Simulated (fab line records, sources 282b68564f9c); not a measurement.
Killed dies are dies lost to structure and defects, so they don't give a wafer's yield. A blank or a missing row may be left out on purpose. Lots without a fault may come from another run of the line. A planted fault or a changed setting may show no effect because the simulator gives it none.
A struck lot beside a sound one | flow rit_cmos | 21 steps out of a route of 202
Sound: wafers L426.1, L426.3, L426.5. Struck: wafers L446.2, L446.4, L446.5. The cause comes at the end.
At each step with rows: each side's tool, then ch and its chambers, then its first start. Under that, the readings that differ: sound wafers | struck wafers | difference of the means | sigmas: that difference in standard deviations of wafers without a fault.
alike: readings whose means differ by less than 2 such deviations, and words and numbers that are the same on both sides. not compared: withheld readings, readings that some wafer has no value for, bounds like >300 that may hide the same value, and numbers for which the record gives no deviation and whose values overlap.
The two part at a step that has a row with sigmas, a row that says differs or no value, or rows on one side only. Numbers that don't overlap but have no deviation are shown without sigmas and don't part them. A reading that every wafer of one side lacks parts them only if that side has two wafers or more.

first, 6 steps without rows for these wafers: RIT_NSD_HMDS_00 (prime time 60 s); RIT_NSD_COAT_01 (resist thk 1000 nm); RIT_NSD_SOFTBAKE_02 (time 60 s); RIT_NSD_EXPOSE_03 (exposes mask M9, target cd 40700 nm); RIT_NSD_PEB_04; RIT_NSD_DEVELOP_05 (develop time 50 s).
RIT_NSD_OVL_MEAS_06:
  sound on overlay-02, day 3 12:32; struck on overlay-01, day 8 02:26
  alike: NSD_OVL
then, 2 steps without rows for these wafers: RIT_NSD_HARDBAKE_07 (time 60 s); RIT_NSD_IMPLANT_08.
RIT_NSD_STRIP_09: strips in O2, time 180 s.
  sound on plasma_asher-03 ch 0,1, day 3 12:52; struck on plasma_asher-03 ch 0,1, day 8 02:46
  alike: drypump_motor_current_A
  not compared: rf_hours_counter_h
RIT_NSD_TW_MEAS_10:
  sound on film_metro-04, day 3 13:03; struck on film_metro-04, day 8 02:56
  alike: NSD_TW
then, 1 step without rows for these wafers: RIT_PSD_HMDS_00 (prime time 60 s).
RIT_PSD_COAT_01: resist thk 1000 nm.
  sound on litho_track-03 ch 0, day 3 13:16; struck on litho_track-02 ch 0, day 8 03:20
  reading                                  | sound             | struck            | difference | sigmas
  model.NOVOLAK_of_PSD_COAT_01.thk_nm (nm) | 992.3 992.1 991.2 | 980.6 980.7 979.2 | -11.7      |
then, 4 steps without rows for these wafers: RIT_PSD_SOFTBAKE_02 (time 60 s); RIT_PSD_EXPOSE_03 (exposes mask M10, target cd 40900 nm); RIT_PSD_PEB_04; RIT_PSD_DEVELOP_05 (develop time 50 s).
RIT_PSD_OVL_MEAS_06:
  sound on overlay-02, day 3 13:59; struck on overlay-01, day 8 04:08
  alike: PSD_OVL
RIT_PSD_HARDBAKE_07: time 60 s.
  sound on litho_track-01 ch 0, day 3 14:02; struck on litho_track-03 ch 0, day 8 04:11
  reading                                  | sound           | struck            | difference | sigmas
  model.NOVOLAK_of_PSD_COAT_01.thk_nm (nm) | 877 876.9 876.1 | 866.8 866.9 865.5 | -10.3      |
then, 1 step without rows for these wafers: RIT_PSD_IMPLANT_08.
RIT_M1_PROBE_99:
  sound on prober-01, day 3 22:28; struck on prober-02, day 8 12:47
  alike: killed_at_front_end, killed_dies, killed_open, killed_short

WHERE THEY PART
Nowhere in this record.

WHY: what the simulator had put in
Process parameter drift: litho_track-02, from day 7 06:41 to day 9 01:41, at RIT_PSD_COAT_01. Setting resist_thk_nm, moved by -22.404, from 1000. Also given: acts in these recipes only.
